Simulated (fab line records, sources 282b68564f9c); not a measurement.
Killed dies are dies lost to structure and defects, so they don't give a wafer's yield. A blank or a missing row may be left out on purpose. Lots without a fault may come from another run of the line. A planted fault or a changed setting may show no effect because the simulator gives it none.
One fault seen from 2 desks | flow rit_cmos | each desk has only its own numbers; what lay behind them comes last

THE TOOL OWNER'S DESK: litho_track-02
The tool's own readings at RIT_ACTIVE_COAT_06 (resist thk 1000 nm): means of the sampled wafers that have a number, for each lot that ran on this tool. A lot is out of limits, marked OUT, if its mean lies more than 4 standard deviations from the usual mean; the brackets give that distance.
Columns: A = resist_line_temp_C at RIT_ACTIVE_COAT_06, usual 23.01 C; B = spin_speed_rpm at RIT_ACTIVE_COAT_06, usual 3250.3 rpm
lot  | first seen here | A     | B
L372 | day 1 14:15     | 22.92 | 3252.0
L373 | day 1 20:41     | 22.97 | 3253.1
L379 | day 3 02:38     | 23.11 | 2866.9 (-99 or more) OUT
L382 | day 3 17:49     | 23.06 | 2867.4 (-99 or more) OUT
This desk's finding: out of limits on L379, L382; first on L379, day 3 02:38 (spin_speed_rpm at RIT_ACTIVE_COAT_06). In limits: L372, L373.

THE METROLOGY DESK
What the gauges read, lot by lot, whatever tool the lot ran on: means of the sampled wafers that have a number. A lot is out of limits, marked OUT, if its mean lies more than 4 standard deviations from the usual mean; the brackets give that distance.
Columns: A = NWELL_TW at RIT_NWELL_TW_MEAS_10, usual 2164; B = NRETRO_OVL at RIT_NRETRO_OVL_MEAS_06, usual 0.4 nm
lot  | first seen here | A    | B
L372 | day 1 23:18     | 2188 | 1.8
L373 | day 2 07:06     | 2157 | 1.0
L374 | day 2 09:03     | 2139 | 0.7
L375 | day 2 12:34     | 2182 | -0.6
L376 | day 2 21:06     | 2176 | -1.4
L379 | day 3 14:29     | 2140 | 1.9
L381 | day 3 19:52     | 2155 | -0.5
L382 | day 4 03:49     | 2183 | -1.3
L386 | day 4 20:50     | 2175 | 0.9
L388 | day 5 06:23     | 2170 | -0.1
L389 | day 5 14:04     | 2173 | -0.6
L391 | day 5 23:25     | 2171 | 0.7
L392 | day 6 05:34     | 2128 | 1.7
L395 | day 6 16:44     | 2176 | 0.0
This desk's finding: nothing out of limits on any of the 14 lots.

PUT TOGETHER
The tool owner's desk could have raised an alarm at day 3 02:38, on L379, L382.
The metrology desk saw nothing out of limits.
The metrology desk has L379, L382 on record, within its limits.
Of the lots named, all ran RIT_ACTIVE_COAT_06 on litho_track-02.

WHAT THE SIMULATOR HAD PUT IN
Process parameter drift: litho_track-02, from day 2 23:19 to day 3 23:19, at RIT_ACTIVE_COAT_06. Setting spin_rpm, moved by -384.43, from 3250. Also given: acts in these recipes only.
Lots struck among those shown: L379, L382.
Hours from the fault's start to each desk's first reading out of limits: the tool owner's desk, 3.
